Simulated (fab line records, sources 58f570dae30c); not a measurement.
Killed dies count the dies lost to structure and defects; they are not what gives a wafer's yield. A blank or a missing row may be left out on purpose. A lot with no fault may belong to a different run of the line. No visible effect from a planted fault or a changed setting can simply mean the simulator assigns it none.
fab line records	flow berkeley-cmos170
record lots=24	wafers=72	last-day=12
route steps=331 shown PWELL@37 ACTIVE@75 SPACER@171 NLDD@209 V2@295
lots untouched by any fault: they come from a run of this same line in which no faults occurred
start-h: the number of hours between the record's first day and the start of the first shown wafer of the lot	wait-h: hours elapsed since this lot's preceding step	" the same as in the row above	L1.1+2: one row covering several wafers at once	- value missing, or start not given	* or withheld: withheld	< > ~ a bound
route shown NAME@n: names a module that has steps shown in the file, with the first one's number in the route	usual: average and standard deviation across the fault-free wafers	same: alike in all rows	chamber/n: place in a boat	sites: each site's reading	_std_site: the values' standard deviation	_edge_site: inner sites' mean taken away from outer sites' mean	radius-mm: for every site, how far away it sits from the centre of the wafer	mask NAME#n: copy n	behind: the tool/chamber that last shaped the wafer	hold: reason for holding the lot/hours on hold/outcome of the hold	device: names the non-switching transistor (n, p or np)	end of line: tests run on the same wafers once the route is complete	for a step that has no rows: nothing shown but its recipe	killed: the dies lost at the first sort to structure and to defects; this is not the yield of the wafer	map: a wafer's dies, marking killed ones x, the rest . and places with no die _
set.NAME: the run value of the setting; set.NAME@STEP: its run value at that earlier step	model.NAME: the simulator's own value behind a step, which no gauge read
steps of the route over a sample of lots; a table a step, a row a wafer
services: the hour from which a tool's chamber was out of use, counted from the record's first day as start-h (under 0 if before that day), plus the number of hours and why
## steps
# step UCB170_PWELL_THK_MEAS_03
# recipe reads=SiO2_of_PWELL_OXIDATION_02
# usual PWELL_OXIDE_THK=26.1/0.69
lot.wafer	tool	chamber	start-h	wait-h	PWELL_OXIDE_THK[nm]
L074.1	film-metro-04	-	45.91	0.0	27.3
L074.3	"	-	"	"	27.9
L074.6	"	-	"	"	27.3
L075.3	film-metro-03	-	45.93	0.0	26.5
L075.5	"	-	"	"	26.6
L075.6	"	-	"	"	26.2
L076.1	film-metro-03	-	53.86	0.0	27.0
L076.3	"	-	"	"	26.9
L076.6	"	-	"	"	27.1
L077.1	film-metro-04	-	57.00	0.0	25.9
L077.3	"	-	"	"	26.2
L077.5	"	-	"	"	26.0
L078.2	film-metro-04	-	68.89	0.0	25.8
L078.4	"	-	"	"	26.0
L078.5	"	-	"	"	26.5
L079.2	film-metro-01	-	68.89	0.0	26.3
L079.3	"	-	"	"	27.0
L079.4	"	-	"	"	26.8
L080.3	film-metro-03	-	68.90	0.0	26.3
L080.4	"	-	"	"	26.9
L080.5	"	-	"	"	26.8
L081.1	film-metro-01	-	78.19	0.0	26.2
L081.3	"	-	"	"	26.2
L081.6	"	-	"	"	25.9
L082.3	film-metro-03	-	78.21	0.0	26.7
L082.4	"	-	"	"	26.2
L082.6	"	-	"	"	26.9
L083.1	film-metro-03	-	94.27	0.0	26.4
L083.4	"	-	"	"	26.5
L083.5	"	-	"	"	26.1
L084.2	film-metro-04	-	94.30	0.0	27.2
L084.3	"	-	"	"	26.9
L084.4	"	-	"	"	26.9
L085.1	film-metro-03	-	97.01	0.0	25.8
L085.2	"	-	"	"	25.5
L085.4	"	-	"	"	25.8
L087.1	film-metro-03	-	105.46	0.0	25.2
L087.4	"	-	"	"	25.5
L087.6	"	-	"	"	24.6
L086.3	film-metro-04	-	105.48	0.0	25.7
L086.5	"	-	"	"	26.4
L086.6	"	-	"	"	26.2
L088.1	film-metro-01	-	110.74	0.0	26.4
L088.2	"	-	"	"	25.4
L088.6	"	-	"	"	25.8
L090.1	film-metro-03	-	123.40	0.0	24.9
L090.4	"	-	"	"	25.4
L090.5	"	-	"	"	25.5
L089.3	film-metro-01	-	123.42	0.0	25.2
L089.5	"	-	"	"	24.9
L089.6	"	-	"	"	25.1
L091.3	film-metro-04	-	123.42	0.0	25.3
L091.4	"	-	"	"	24.9
L091.6	"	-	"	"	24.8
L092.1	film-metro-03	-	133.89	0.0	26.7
L092.3	"	-	"	"	26.5
L092.4	"	-	"	"	26.6
L094.3	film-metro-03	-	145.90	0.0	25.6
L094.4	"	-	"	"	26.1
L094.5	"	-	"	"	25.6
L093.4	film-metro-04	-	145.91	0.0	25.5
L093.5	"	-	"	"	25.3
L093.6	"	-	"	"	25.8
L097.2	film-metro-03	-	153.99	0.0	25.8
L097.3	"	-	"	"	25.7
L097.6	"	-	"	"	26.1
L095.3	film-metro-04	-	154.00	0.0	25.1
L095.4	"	-	"	"	25.0
L095.5	"	-	"	"	24.8
L096.1	film-metro-04	-	158.74	0.0	26.2
L096.2	"	-	"	"	26.0
L096.5	"	-	"	"	26.5
# step UCB170_PWELL_STRIP_16
# recipe chemistry=O2	power-w=400	pressure-mtorr=3500	platen-temp-c=withheld	o2-flow-sccm=400	overash-fraction=0.5
# usual drypump-motor-current-A=5.8/0.42	oes-product-au=0.720/0.0044	strip-time-to-endpoint-s=18.09/0.11
lot.wafer	tool	chamber	start-h	wait-h	drypump-motor-current-A	oes-product-au	rf-hours-counter-h	strip-time-to-endpoint-s
L074.1	plasma-asher-01	1	54.57	0.1	5.5	0.722	34	18.03
L074.3	"	0	"	"	6.5	0.716	-	18.03
L074.6	"	1	"	"	5.5	0.718	-	18.08
L075.3	plasma-asher-03	0	54.64	0.1	5.5	0.726	-	18.15
L075.5	"	0	"	"	5.5	0.720	-	18.12
L075.6	"	1	"	"	5.4	0.714	-	17.89
L076.1	plasma-asher-01	1	62.43	0.1	5.5	0.716	34	17.99
L076.3	"	1	"	"	5.5	0.714	-	17.97
L076.6	"	0	"	"	6.5	0.713	-	17.91
L077.1	plasma-asher-04	1	63.90	0.1	6.2	0.729	34	17.99
L077.3	"	0	"	"	5.8	0.723	-	18.14
L077.5	"	1	"	"	6.2	0.723	-	18.03
L079.2	plasma-asher-01	1	76.06	0.1	5.5	0.715	35	18.03
L079.3	"	0	"	"	6.5	0.729	-	18.02
L079.4	"	1	"	"	5.5	0.718	-	17.93
L080.3	plasma-asher-04	0	76.16	0.1	5.8	0.723	-	17.84
L080.4	"	1	"	"	6.2	0.723	-	17.96
L080.5	"	0	"	"	5.8	0.722	-	17.93
L078.2	plasma-asher-03	0	76.40	0.1	5.4	0.723	37	17.95
L078.4	"	1	"	"	5.4	0.724	-	17.80
L078.5	"	1	"	"	5.4	0.729	-	18.08
L081.1	plasma-asher-04	0	84.22	0.1	5.8	0.720	36	18.13
L081.3	"	1	"	"	6.2	0.720	-	18.09
L081.6	"	1	"	"	6.2	0.721	-	18.20
L082.3	plasma-asher-03	1	84.53	0.1	5.4	0.716	-	18.06
L082.4	"	0	"	"	5.4	0.722	-	17.97
L082.6	"	1	"	"	5.4	0.725	-	18.07
L083.1	plasma-asher-04	1	102.51	0.1	6.2	0.717	38	18.07
L083.4	"	1	"	"	6.2	0.722	-	17.97
L083.5	"	1	"	"	6.2	0.711	-	18.14
L084.2	plasma-asher-01	0	103.24	0.1	6.5	0.722	39	18.11
L084.3	"	1	"	"	5.5	0.723	-	18.35
L084.4	"	0	"	"	6.5	0.719	-	18.12
L085.1	plasma-asher-03	1	105.20	0.1	5.3	0.719	40	18.00
L085.2	"	0	"	"	5.4	0.716	40	18.27
L085.4	"	1	"	"	5.4	0.719	-	18.18
L086.3	plasma-asher-03	0	114.45	0.1	5.4	0.722	-	18.11
L086.5	"	0	"	"	5.5	0.719	-	18.15
L086.6	"	1	"	"	5.4	0.722	-	18.19
L087.1	plasma-asher-01	0	114.69	0.1	6.5	0.724	41	18.24
L087.4	"	0	"	"	6.5	0.722	-	18.11
L087.6	"	1	"	"	5.5	0.730	-	18.20
L088.1	plasma-asher-03	0	116.65	0.1	5.4	0.718	42	18.02
L088.2	"	1	"	"	5.3	0.727	42	17.94
L088.6	"	0	"	"	5.4	0.722	-	18.04
L089.3	plasma-asher-01	0	133.84	0.1	6.5	0.722	-	18.07
L089.5	"	1	"	"	5.5	0.715	-	18.05
L089.6	"	0	"	"	6.5	0.717	-	17.99
L090.1	plasma-asher-04	0	134.04	0.1	5.8	0.724	1	18.08
L090.4	"	0	"	"	5.8	0.719	-	18.19
L090.5	"	1	"	"	6.2	0.714	-	18.05
L091.3	plasma-asher-01	0	134.35	0.1	6.5	0.717	-	18.11
L091.4	"	1	"	"	5.5	0.723	-	18.17
L091.6	"	0	"	"	6.5	0.722	-	17.98
L092.1	plasma-asher-04	1	141.43	0.1	6.2	0.719	2	18.17
L092.3	"	0	"	"	5.8	0.727	-	18.31
L092.4	"	1	"	"	6.2	0.718	-	18.00
L094.3	plasma-asher-01	1	152.98	0.1	5.5	0.715	-	18.10
L094.4	"	0	"	"	6.5	0.719	-	18.24
L094.5	"	0	"	"	6.5	0.715	-	18.04
L093.4	plasma-asher-03	1	153.48	0.1	5.4	0.730	-	18.30
L093.5	"	0	"	"	5.4	0.723	-	18.34
L093.6	"	1	"	"	5.4	0.720	-	18.19
L095.3	plasma-asher-01	0	159.79	0.1	6.5	0.727	-	18.14
L095.4	"	1	"	"	5.5	0.717	-	18.25
L095.5	"	0	"	"	6.5	0.718	-	18.23
L097.2	plasma-asher-04	1	160.03	0.1	6.2	0.722	3	17.94
L097.3	"	0	"	"	5.8	0.715	-	17.98
L097.6	"	1	"	"	6.2	0.722	-	18.06
L096.1	plasma-asher-04	0	172.05	0.1	5.8	0.720	4	18.13
L096.2	"	1	"	"	6.2	0.724	4	18.17
L096.5	"	1	"	"	6.1	0.722	-	18.11
# step UCB170_ACTIVE_ETCH_15
# recipe chemistry=CH3F/Ar/O2	target=Si3N4	stop-on=SiO2	CH3F_flow_sccm=20	Ar_flow_sccm=50	O2_flow_sccm=7	pressure-mtorr=50	rf-w=450	target-depth-a=2420	over-etch-frac=0.1	time-s=151
# usual CH3F_flow_sccm=19.99/0.058	drypump-motor-current-A=5.7/0.47	mfc-ar-sccm=50.00/0.16	oes-product-au=0.945/0.012	throttle-valve-pct=8.08/0.12
lot.wafer	tool	chamber	start-h	wait-h	CH3F_flow_sccm	drypump-motor-current-A	mfc-ar-sccm	oes-product-au	rf-hours-counter-h	throttle-valve-pct
L074.1	rie-diel-03	3	80.04	0.0	19.97	5.7	50.09	0.957	128	8.36
L074.3	"	1	"	"	19.92	6.0	50.03	0.948	13	8.04
L074.6	"	1	"	"	19.96	6.0	50.01	0.952	-	8.02
L075.3	rie-diel-01	0	80.28	0.0	19.93	6.5	50.41	0.945	111	8.16
L075.5	"	1	"	"	20.04	5.4	50.05	0.937	-	8.07
L075.6	"	0	"	"	20.05	6.6	50.22	0.948	-	8.17
L076.1	rie-diel-01	2	95.41	0.0	19.92	6.2	49.97	0.931	83	7.89
L076.3	"	1	"	"	20.05	5.4	50.03	0.944	112	8.07
L076.6	"	2	"	"	20.01	6.2	50.05	0.947	-	7.90
L077.1	rie-diel-03	1	95.64	0.0	19.97	6.0	49.81	0.943	13	8.05
L077.3	"	0	"	"	19.99	5.6	49.94	0.950	44	8.07
L077.5	"	1	"	"	20.08	6.0	49.81	0.957	-	8.03
L080.3	rie-diel-04	0	104.43	0.0	19.96	5.8	50.07	0.961	59	8.16
L080.4	"	1	"	"	20.00	6.4	49.98	0.940	158	7.97
L080.5	"	3	"	"	20.07	5.1	49.94	0.936	-	8.16
L079.2	rie-diel-01	2	104.67	0.0	19.94	6.2	49.92	0.932	84	7.91
L079.3	"	0	"	"	19.89	6.5	49.81	0.946	112	8.18
L079.4	"	3	"	"	19.92	5.6	50.11	0.932	64	8.05
L078.2	rie-diel-03	0	104.79	0.0	20.10	5.6	50.26	0.960	44	8.07
L078.4	"	2	"	"	20.06	6.0	49.98	0.936	14	7.91
L078.5	"	1	"	"	20.01	6.0	50.01	0.952	-	8.01
L082.3	rie-diel-01	3	111.93	0.0	20.13	5.5	50.10	0.927	64	8.06
L082.4	"	0	"	"	20.00	6.5	50.18	0.945	-	8.15
L082.6	"	3	"	"	20.01	5.6	49.86	0.931	-	8.07
L081.1	rie-diel-04	0	112.11	0.0	19.96	5.8	50.04	0.960	60	8.17
L081.3	"	3	"	"	19.97	5.0	49.96	0.931	128	8.16
L081.6	"	2	"	"	19.98	4.8	49.77	0.950	-	8.17
L083.1	rie-diel-04	3	137.08	0.0	20.01	5.1	50.21	0.932	129	8.16
L083.4	"	2	"	"	20.00	4.8	50.32	0.943	-	8.17
L083.5	"	3	"	"	19.96	5.1	50.11	0.928	-	8.16
L084.2	rie-diel-01	1	137.42	0.0	19.97	5.4	49.91	0.953	113	8.05
L084.3	"	3	"	"	20.03	5.5	50.02	0.940	65	8.08
L084.4	"	0	"	"	19.91	6.5	49.81	0.958	113	8.17
L085.1	rie-diel-01	2	137.66	0.0	20.04	6.1	49.97	0.934	85	7.90
L085.2	"	1	"	"	20.00	5.4	49.88	0.938	113	8.05
L085.4	"	0	"	"	19.96	6.5	49.84	0.943	113	8.15
L088.1	rie-diel-03	1	144.26	0.0	19.92	6.0	49.98	0.942	16	8.04
L088.2	"	2	"	"	20.06	6.0	50.03	0.932	16	7.92
L088.6	"	0	"	"	19.94	5.7	49.98	0.959	-	8.07
L086.3	rie-diel-04	2	144.71	0.0	19.93	4.8	50.05	0.957	142	8.16
L086.5	"	3	"	"	20.01	5.0	50.15	0.925	-	8.15
L086.6	"	2	"	"	19.97	4.8	50.15	0.947	-	8.15
L087.1	rie-diel-01	3	144.93	0.0	19.91	5.6	49.86	0.927	65	8.07
L087.4	"	2	"	"	19.94	6.2	49.96	0.931	86	7.90
L087.6	"	3	"	"	19.89	5.6	49.74	0.937	-	8.06
L089.3	rie-diel-04	2	154.99	0.0	20.00	4.8	49.80	0.953	143	8.15
L089.5	"	3	"	"	19.99	5.0	49.78	0.945	-	8.16
L089.6	"	0	"	"	19.99	5.8	49.79	0.959	-	8.16
L090.1	rie-diel-01	0	155.49	0.0	20.02	6.5	50.21	0.951	114	8.18
L090.4	"	1	"	"	19.84	5.4	50.17	0.939	114	8.06
L090.5	"	1	"	"	19.96	5.4	49.73	0.956	-	8.06
L091.3	rie-diel-03	2	155.71	0.0	20.04	6.0	49.81	0.937	16	7.91
L091.4	"	0	"	"	20.02	5.6	50.07	0.968	47	8.08
L091.6	"	3	"	"	20.01	5.7	50.06	0.962	-	8.35
L092.1	rie-diel-03	1	161.07	0.0	19.98	6.0	49.89	0.946	17	8.04
L092.3	"	3	"	"	20.02	5.7	50.04	0.952	132	8.33
L092.4	"	2	"	"	20.10	5.9	49.95	0.943	17	7.93
L094.3	rie-diel-03	1	176.48	0.0	20.16	6.0	49.97	0.957	17	8.04
L094.4	"	3	"	"	20.01	5.7	50.14	0.960	-	8.36
L094.5	"	1	"	"	19.94	6.0	49.91	0.951	-	8.03
L093.4	rie-diel-01	1	182.50	0.0	19.91	5.4	49.94	0.955	115	8.06
L093.5	"	1	"	"	20.01	5.4	49.92	0.949	-	8.05
L093.6	"	2	"	"	20.02	6.1	49.79	0.942	-	7.87
L097.2	rie-diel-04	3	187.50	0.0	19.95	5.1	50.04	0.930	132	8.16
L097.3	"	1	"	"	20.01	6.4	49.85	0.956	3	7.99
L097.6	"	2	"	"	20.08	4.8	50.21	0.943	-	8.15
L095.3	rie-diel-03	1	187.77	0.0	20.06	6.0	49.78	0.954	18	8.02
L095.4	"	3	"	"	19.98	5.7	49.92	0.959	133	8.34
L095.5	"	2	"	"	20.03	5.9	50.33	0.946	-	7.91
L096.1	rie-diel-01	2	207.51	0.0	20.09	6.2	49.93	0.931	88	7.90
L096.2	"	1	"	"	20.01	5.4	50.16	0.944	115	8.04
L096.5	"	1	"	"	19.94	5.4	50.22	0.931	-	8.06
# step UCB170_SPACER_CVD_00
# recipe material=SiO2	target-thk-nm=376	temp-c=390	precursor=TEOS/O2	time-s=47	rf-w=550	pressure-mtorr=9000
# usual heater-power-w=280/57
lot.wafer	tool	chamber	start-h	wait-h	heater-power-w
L074.1	pecvd-01	0	132.84	0.0	280
L074.3	"	2	"	"	260
L074.6	"	2	"	"	277
L075.3	pecvd-04	0	133.32	0.0	220
L075.5	"	1	"	"	309
L075.6	"	0	"	"	231
L076.1	pecvd-04	1	148.68	0.0	254
L076.3	"	0	"	"	254
L076.6	"	1	"	"	268
L077.1	pecvd-03	0	149.31	0.0	372
L077.3	"	1	"	"	352
L077.5	"	1	"	"	340
L078.2	pecvd-04	2	158.51	0.0	193
L078.4	"	1	"	"	274
L078.5	"	2	"	"	204
L079.2	pecvd-03	2	158.51	0.0	315
L079.3	"	1	"	"	310
L079.4	"	0	"	"	382
L080.3	pecvd-01	0	158.51	0.0	306
L080.4	"	2	"	"	286
L080.5	"	1	"	"	209
L082.3	pecvd-03	2	159.98	0.0	308
L082.4	"	2	"	"	320
L082.6	"	0	"	"	409
L081.1	pecvd-04	2	160.24	0.0	202
L081.3	"	0	"	"	274
L081.6	"	2	"	"	213
L084.2	pecvd-03	1	184.39	0.0	321
L084.3	"	2	"	"	234
L084.4	"	1	"	"	342
L083.1	pecvd-01	1	184.96	0.0	210
L083.4	"	2	"	"	285
L083.5	"	0	"	"	347
L085.1	pecvd-04	0	185.23	0.0	260
L085.2	"	1	"	"	319
L085.4	"	0	"	"	275
L088.1	pecvd-04	2	190.13	0.0	232
L088.2	"	0	"	"	254
L088.6	"	1	"	"	298
L086.3	pecvd-04	0	190.52	0.0	241
L086.5	"	1	"	"	251
L086.6	"	2	"	"	210
L087.1	pecvd-03	2	190.88	0.0	332
L087.4	"	0	"	"	321
L087.6	"	2	"	"	228
L089.3	pecvd-03	2	209.71	0.0	313
L089.5	"	1	"	"	258
L089.6	"	0	"	"	402
L090.1	pecvd-01	2	209.88	0.0	307
L090.4	"	2	"	"	223
L090.5	"	1	"	"	250
L091.3	pecvd-04	2	209.88	0.0	239
L091.4	"	1	"	"	274
L091.6	"	0	"	"	266
L092.1	pecvd-04	2	220.27	0.0	176
L092.3	"	0	"	"	232
L092.4	"	2	"	"	193
L094.3	pecvd-03	1	235.43	0.0	355
L094.4	"	0	"	"	374
L094.5	"	1	"	"	251
L097.2	pecvd-03	2	245.72	0.0	248
L097.3	"	1	"	"	335
L097.6	"	2	"	"	258
L093.4	pecvd-01	0	246.00	0.0	329
L093.5	"	2	"	"	294
L093.6	"	1	"	"	176
L095.3	pecvd-01	0	250.51	0.0	317
L095.4	"	0	"	"	322
L095.5	"	2	"	"	268
L096.1	pecvd-01	0	263.05	0.0	325
L096.2	"	2	"	"	322
L096.5	"	1	"	"	211
# step UCB170_SDANNEAL_RS_MEAS_05
# recipe thk-meas-gauge=four-point-probe
# usual NLDD_RS=617.4/1.7
lot.wafer	tool	chamber	start-h	wait-h	NLDD_RS[ohm/sq]
L074.1	film-metro-01	-	144.81	0.1	617.0
L074.3	"	-	"	"	618.0
L074.6	"	-	"	"	618.5
L075.3	film-metro-02	-	145.52	0.1	615.2
L075.5	"	-	"	"	616.7
L075.6	"	-	"	"	617.2
L076.1	film-metro-01	-	160.49	0.1	614.1
L076.3	"	-	"	"	614.5
L076.6	"	-	"	"	613.1
L077.1	film-metro-02	-	160.64	0.1	618.4
L077.3	"	-	"	"	618.1
L077.5	"	-	"	"	618.8
L079.2	film-metro-01	-	168.10	0.1	617.0
L079.3	"	-	"	"	615.7
L079.4	"	-	"	"	617.5
L080.3	film-metro-04	-	168.29	0.1	621.7
L080.4	"	-	"	"	619.3
L080.5	"	-	"	"	620.2
L078.2	film-metro-02	-	168.39	0.1	618.2
L078.4	"	-	"	"	618.2
L078.5	"	-	"	"	617.0
L082.3	film-metro-01	-	169.69	0.1	619.1
L082.4	"	-	"	"	615.4
L082.6	"	-	"	"	615.2
L081.1	film-metro-04	-	169.85	0.1	619.3
L081.3	"	-	"	"	618.3
L081.6	"	-	"	"	619.7
L084.2	film-metro-04	-	194.63	0.1	616.2
L084.3	"	-	"	"	619.0
L084.4	"	-	"	"	618.2
L083.1	film-metro-01	-	195.03	0.1	615.8
L083.4	"	-	"	"	616.9
L083.5	"	-	"	"	617.1
L085.1	film-metro-04	-	195.24	0.1	617.6
L085.2	"	-	"	"	618.5
L085.4	"	-	"	"	617.8
L088.1	film-metro-01	-	201.67	0.1	616.7
L088.2	"	-	"	"	618.7
L088.6	"	-	"	"	618.9
L086.3	film-metro-04	-	201.96	0.1	617.0
L086.5	"	-	"	"	616.5
L086.6	"	-	"	"	617.7
L087.1	film-metro-01	-	202.15	0.1	616.1
L087.4	"	-	"	"	615.8
L087.6	"	-	"	"	618.7
L089.3	film-metro-04	-	220.76	0.1	617.8
L089.5	"	-	"	"	619.1
L089.6	"	-	"	"	617.7
L091.3	film-metro-01	-	220.97	0.1	615.3
L091.4	"	-	"	"	617.4
L091.6	"	-	"	"	617.6
L090.1	film-metro-02	-	221.14	0.1	616.7
L090.4	"	-	"	"	617.4
L090.5	"	-	"	"	616.0
L092.1	film-metro-01	-	235.72	0.1	614.5
L092.3	"	-	"	"	614.2
L092.4	"	-	"	"	615.9
L094.3	film-metro-02	-	245.85	0.1	618.9
L094.4	"	-	"	"	618.5
L094.5	"	-	"	"	619.5
L097.2	film-metro-02	-	257.26	0.1	616.9
L097.3	"	-	"	"	617.2
L097.6	"	-	"	"	616.2
L093.4	film-metro-04	-	257.95	0.1	621.3
L093.5	"	-	"	"	619.1
L093.6	"	-	"	"	618.6
L095.3	film-metro-01	-	265.78	0.1	616.7
L095.4	"	-	"	"	618.1
L095.5	"	-	"	"	616.8
L096.1	film-metro-01	-	271.11	0.1	618.0
L096.2	"	-	"	"	617.3
L096.5	"	-	"	"	619.2
# step UCB170_V2_BOW_MEAS_03
# recipe mode=bow
# usual V2_BOW=36/6.1
lot.wafer	tool	chamber	start-h	wait-h	V2_BOW[um]
L074.1	film-metro-03	-	162.55	0.1	39
L074.3	"	-	"	"	44
L074.6	"	-	"	"	25
L075.3	film-metro-02	-	163.84	0.2	34
L075.5	"	-	"	"	30
L075.6	"	-	"	"	39
L076.1	film-metro-01	-	181.02	0.1	27
L076.3	"	-	"	"	41
L076.6	"	-	"	"	43
L077.1	film-metro-02	-	181.03	0.1	35
L077.3	"	-	"	"	33
L077.5	"	-	"	"	39
L079.2	film-metro-02	-	189.91	0.3	39
L079.3	"	-	"	"	35
L079.4	"	-	"	"	43
L082.3	film-metro-03	-	190.20	0.2	33
L082.4	"	-	"	"	36
L082.6	"	-	"	"	30
L081.1	film-metro-02	-	190.24	0.2	38
L081.3	"	-	"	"	35
L081.6	"	-	"	"	33
L080.3	film-metro-01	-	190.72	0.2	39
L080.4	"	-	"	"	41
L080.5	"	-	"	"	26
L078.2	film-metro-02	-	190.79	0.2	34
L078.4	"	-	"	"	27
L078.5	"	-	"	"	38
L084.2	film-metro-01	-	213.49	0.3	46
L084.3	"	-	"	"	45
L084.4	"	-	"	"	39
L085.1	film-metro-03	-	213.84	0.1	34
L085.2	"	-	"	"	26
L085.4	"	-	"	"	43
L083.1	film-metro-01	-	214.12	0.2	40
L083.4	"	-	"	"	47
L083.5	"	-	"	"	42
L088.1	film-metro-03	-	226.26	0.2	37
L088.2	"	-	"	"	29
L088.6	"	-	"	"	42
L087.1	film-metro-01	-	226.50	0.2	29
L087.4	"	-	"	"	28
L087.6	"	-	"	"	29
L086.3	film-metro-03	-	226.89	0.2	49
L086.5	"	-	"	"	29
L086.6	"	-	"	"	32
L089.3	film-metro-02	-	239.22	0.1	37
L089.5	"	-	"	"	34
L089.6	"	-	"	"	51
L090.1	film-metro-02	-	243.75	0.2	36
L090.4	"	-	"	"	44
L090.5	"	-	"	"	28
L091.3	film-metro-02	-	244.06	0.3	30
L091.4	"	-	"	"	30
L091.6	"	-	"	"	36
L092.1	film-metro-03	-	256.22	0.1	32
L092.3	"	-	"	"	36
L092.4	"	-	"	"	39
L094.3	film-metro-01	-	268.90	0.3	26
L094.4	"	-	"	"	38
L094.5	"	-	"	"	33
L093.4	film-metro-03	-	279.15	0.2	31
L093.5	"	-	"	"	45
L093.6	"	-	"	"	38
L097.2	film-metro-02	-	279.91	0.2	27
L097.3	"	-	"	"	45
L097.6	"	-	"	"	33
L095.3	film-metro-03	-	284.87	0.2	29
L095.4	"	-	"	"	33
L095.5	"	-	"	"	33
L096.1	film-metro-03	-	293.59	0.2	40
L096.2	"	-	"	"	38
L096.5	"	-	"	"	37
## services
tool	chamber	start-h	hours	kind
rie-diel-01	0	55.27	6.1	repair
plasma-asher-04	-	64.15	2.7	repair
pecvd-01	-	72.51	2.8	pm
pecvd-04	2	75.67	6.7	repair
plasma-asher-03	-	76.99	2.3	repair
rie-diel-04	2	85.13	4.1	repair
pecvd-01	-	90.19	14.6	pm
plasma-asher-03	-	90.49	6.0	repair
plasma-asher-04	-	108.75	9.0	pm
rie-diel-01	1	111.22	3.1	repair
pecvd-01	-	135.50	14.0	pm
plasma-asher-04	-	145.42	14.6	pm
rie-diel-03	0	167.99	8.6	repair
rie-diel-04	3	169.55	5.0	repair
pecvd-04	-	170.33	0.8	repair
pecvd-04	-	179.44	1.0	repair
pecvd-01	-	188.68	5.5	pm
rie-diel-01	3	193.10	5.3	repair
rie-diel-03	-	211.11	14.6	pm
plasma-asher-03	-	214.55	2.8	pm
plasma-asher-03	-	218.17	2.3	repair
pecvd-04	-	230.76	0.9	repair
pecvd-04	-	242.50	14.0	pm
pecvd-03	0	258.10	16.4	repair
## key
fault none
